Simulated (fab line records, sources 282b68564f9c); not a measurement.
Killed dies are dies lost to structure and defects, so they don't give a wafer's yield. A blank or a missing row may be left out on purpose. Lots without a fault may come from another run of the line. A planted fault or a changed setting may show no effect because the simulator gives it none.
Problem report in the 8D (eight disciplines) form, filled by code | flow rit_cmos | the parts of the form that need people (team, actions taken, sign-off) are left out

1. THE PROBLEM
ACTIVE_NITRIDE_THK at RIT_ACTIVE_THK_MEAS_04 reads a mean of 252.8 nm on 3 wafers of 1 lot; wafers without a fault read 151.4 nm with a standard deviation of 1.6. That is +63 standard deviations from the usual mean.
First seen on wafer L576.1, day 5 03:38, on film_metro-04. The record holds 39 wafers of 13 lots with a number at this step. Rule for "out", or "out of limits": more than 4 standard deviations from the usual mean. The other wafers with a number count as sound.

2. WHAT IT IS AND WHAT IT IS NOT
question                    | is                     | is not
which readings at this step | ACTIVE_NITRIDE_THK     | -
which lots                  | L576                   | L559, L560, L561, L562, L564, L565, L566, L567, L568, L570, L580, L582
which wafers of those lots  | all that have a number | -
read on which gauges        | film_metro-04          | film_metro-01, film_metro-03
when                        | from day 5 03:38       | up to then (30 sound wafers); but 6 sound wafers of L580, L582 came after

3. SUSPECTS, AND WHAT RULES EACH OUT
Counting: a tool at a process step up to the reading stays a suspect if it ran every lot that is out and no sound lot after the first of them.
- the gauge at RIT_ACTIVE_THK_MEAS_04: ruled out. All the wafers that are out were read on film_metro-04, but those of them that RIT_ACTIVE_CVD_03 has rows for are out there too, on other tools.
- lpcvd-01 at RIT_ACTIVE_CVD_03 (deposits Si3N4 from SiH2Cl2/NH3, target thk 150 nm, time 1500 s): ruled out as a lasting fault. Sound lots L580 ran on it after its first lot that is out, L576 (day 5 02:13).
Left after counting: nothing in the record.

4. THE CAUSE (what the simulator had put in)
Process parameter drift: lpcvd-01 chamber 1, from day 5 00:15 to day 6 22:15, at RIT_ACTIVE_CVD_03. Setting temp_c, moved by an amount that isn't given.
Counting ruled it out, wrongly: the rule takes a fault to strike every lot that its tool runs from its start on, and this one did not.

5. THE CHAIN OF EFFECTS, in route order
Each row: a reading whose mean over the struck wafers that have a number lies more than 3 standard deviations from the usual. Only readings for which the record gives a usual standard deviation are gone through. hours: the time from each lot's start at the first step in this table that gives one to its start at this step, as a median over the lots. sigmas: the change in usual standard deviations.
hours | step                   | reading             | usual      | on struck wafers | change | sigmas
0     | RIT_ACTIVE_CVD_03      | spike_tc_centre_C   | 812.5 C    | 857.4            | +44.9  | +37
0     | RIT_ACTIVE_CVD_03      | spike_tc_load_C     | 832.1 C    | 876.7            | +44.6  | +21
0     | RIT_ACTIVE_CVD_03      | spike_tc_source_C   | 830.3 C    | 875.9            | +45.6  | +18
0     | RIT_ACTIVE_CVD_03      | susceptor_temp_C    | 810.0 C    | 854.8            | +44.8  | +99 or more
1     | RIT_ACTIVE_THK_MEAS_04 | ACTIVE_NITRIDE_THK  | 151.4 nm   | 252.8            | +101.4 | +63
3     | RIT_ACTIVE_ETCH_13     | oes_product_au      | 0.824 a.u. | 1.002            | +0.178 | +14
48    | RIT_M1_PROBE_99        | killed_at_front_end | 6.8        | 264.0            | +257.2 | +86
48    | RIT_M1_PROBE_99        | killed_dies         | 6.9        | 264.0            | +257.1 | +86
48    | RIT_M1_PROBE_99        | killed_on_rim       | 1.9        | 70.0             | +68.1  | +45
The process steps in it:
- RIT_ACTIVE_CVD_03: deposits Si3N4 from SiH2Cl2/NH3, target thk 150 nm, time 1500 s.
- RIT_ACTIVE_ETCH_13: etches Si3N4 in SF6, stops on SiO2, time 210 s, target depth 210 nm.
- RIT_M1_PROBE_99

6. WHAT WOULD HAVE CAUGHT IT SOONER
In this record the first reading out of limits at a measuring or inspecting step was taken at day 5 03:38, 3 hours after the fault began at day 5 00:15.
The tool's own readings at RIT_ACTIVE_CVD_03 were out on every struck wafer that the step has a row for (spike_tc_centre_C, spike_tc_load_C, spike_tc_source_C, susceptor_temp_C): an alarm limit on them would have fired on the first of those.
